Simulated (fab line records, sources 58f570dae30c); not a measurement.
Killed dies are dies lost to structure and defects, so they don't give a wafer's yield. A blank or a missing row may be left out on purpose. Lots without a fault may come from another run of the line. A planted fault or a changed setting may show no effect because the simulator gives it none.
Problem report in the 8D (eight disciplines) form, filled by code | flow berkeley_cmos170 | the parts of the form that need people (team, actions taken, sign-off) are left out

1. THE PROBLEM
oes_product_au at UCB170_GATE_ETCH_15 reads a mean of 0.963 a.u. on 9 wafers of 3 lots; wafers without a fault read 0.836 a.u. with a standard deviation of 0.017. That is +7.5 standard deviations from the usual mean.
The step: etches poly-Si in HBr/Cl2, stops on SiO2, time 56.3 s, target depth 278.2 nm.
First seen on wafer L952.1, day 8 22:17, on rie_si-02. The record holds 45 wafers of 15 lots with a number at this step. Rule for "out", or "out of limits": more than 4 standard deviations from the usual mean. The other wafers with a number count as sound.

2. WHAT IT IS AND WHAT IT IS NOT
question                    | is                     | is not
which readings at this step | oes_product_au         | drypump_motor_current_A, throttle_valve_pct
which lots                  | L952, L953, L954       | L938, L939, L941, L942, L944, L945, L946, L947, L949, L956, L960, L961
which wafers of those lots  | all that have a number | -
read on which tools         | rie_si-02              | rie_si-01
when                        | from day 8 22:17       | up to then (27 sound wafers); but 9 sound wafers of L956, L960, L961 came after

3. SUSPECTS, AND WHAT RULES EACH OUT
Counting: a tool at a process step up to the reading stays a suspect if it ran every lot that is out and no sound lot after the first of them.
- rie_si-02 at UCB170_GATE_ETCH_15 (etches poly-Si in HBr/Cl2, stops on SiO2, time 56.3 s, target depth 278.2 nm): kept. It ran every lot that is out, first L952 (day 8 22:17), and no sound lot after that; its last sound lot up to then is L946 (day 7 17:30). Its own readings are out on those wafers: oes_product_au.
Left after counting: rie_si-02 at UCB170_GATE_ETCH_15.

4. THE CAUSE (what the simulator had put in)
Process parameter drift: rie_si-02, from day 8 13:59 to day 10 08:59, at UCB170_GATE_ETCH_15. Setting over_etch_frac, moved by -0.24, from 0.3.
Counting left only this tool.

5. THE CHAIN OF EFFECTS, in route order
Each row: a reading whose mean over the struck wafers that have a number lies more than 3 standard deviations from the usual. Only readings for which the record gives a usual standard deviation are gone through. hours: the time from each lot's start at the first step in this table that gives one to its start at this step, as a median over the lots. sigmas: the change in usual standard deviations.
hours | step                | reading        | usual      | on struck wafers | change | sigmas
0     | UCB170_GATE_ETCH_15 | oes_product_au | 0.836 a.u. | 0.963            | +0.127 | +7.5
The process steps in it:
- UCB170_GATE_ETCH_15: etches poly-Si in HBr/Cl2, stops on SiO2, time 56.3 s, target depth 278.2 nm.
Later measuring or inspecting steps at which every struck wafer that the step has a row for has a number for every such reading, and none has moved that far: UCB170_M2_OVL_MEAS_16, UCB170_V2_THK_MEAS_04, UCB170_M3_CD_MEAS_15.

6. WHAT WOULD HAVE CAUGHT IT SOONER
In this record the first reading out of limits was taken at day 8 22:17, 8 hours after the fault began at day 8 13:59.
